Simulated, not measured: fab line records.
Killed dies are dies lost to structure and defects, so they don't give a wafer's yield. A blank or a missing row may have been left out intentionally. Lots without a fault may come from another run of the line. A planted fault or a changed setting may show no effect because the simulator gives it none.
Matching of chambers -- flow berkeleyCmos170 -- pecvd-02 running UCB170_V1_CVD_00: 3 sister chambers
The step deposits SiO2 from TEOS/O2, target thk 2000 nm, time 250 s. 18 wafers are shown with their chamber, then 9 later ones without.

## WAFERS WITH THEIR CHAMBER
wafer,chamber,heaterPowerW (W)
L438.1,0,180
L438.3,2,305
L438.5,1,193
L436.1,1,195
L436.2,2,290
L436.3,0,222
L441.2,0,255
L441.4,1,196
L441.6,0,175
L442.1,2,237
L442.5,1,126
L442.6,0,256
L448.2,2,303
L448.5,1,124
L448.6,2,287
L447.1,2,273
L447.3,1,125
L447.6,1,186

SIGNATURES (averages over the wafers above)
reading,chamber 0,chamber 1,chamber 2,scatter within a chamber
heaterPowerW,217.60,163.57,282.50,33.8
Rule: for a wafer and a chamber, the distance is found by dividing, reading by reading, the gap between the wafer's reading and the chamber's mean by the reading's scatter, squaring, summing and taking the root. If the next closest chamber is less than 2 further off than the closest, the wafer can't be placed; otherwise it belongs to the closest. The scatter is the square root of a quotient: the sum, over the shown wafers, of each reading's squared deviation from its chamber's mean, divided by wafers minus chambers.

## WAFERS WITHOUT THEIR CHAMBER
wafer,heaterPowerW (W)
L455.1,282
L455.2,166
L455.3,234
L454.3,137
L454.4,256
L454.6,189
L456.3,179
L456.4,173
L456.6,127

## WHICH CHAMBER EACH ONE RAN IN
wafer,from the rows above,in truth
L455.1,can't be placed: 2 or 0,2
L455.2,can't be placed: 1 or 0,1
L455.3,can't be placed: 0 or 2 or 1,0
L454.3,can't be placed: 1 or 0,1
L454.4,can't be placed: 2 or 0 or 1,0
L454.6,can't be placed: 1 or 0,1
L456.3,can't be placed: 1 or 0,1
L456.4,can't be placed: 1 or 0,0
L456.6,can't be placed: 1 or 0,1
Placed correctly: 0 of 9. From these rows, 9 cannot be placed; in 9 the true chamber is one of the candidates. 0 placed wrongly.
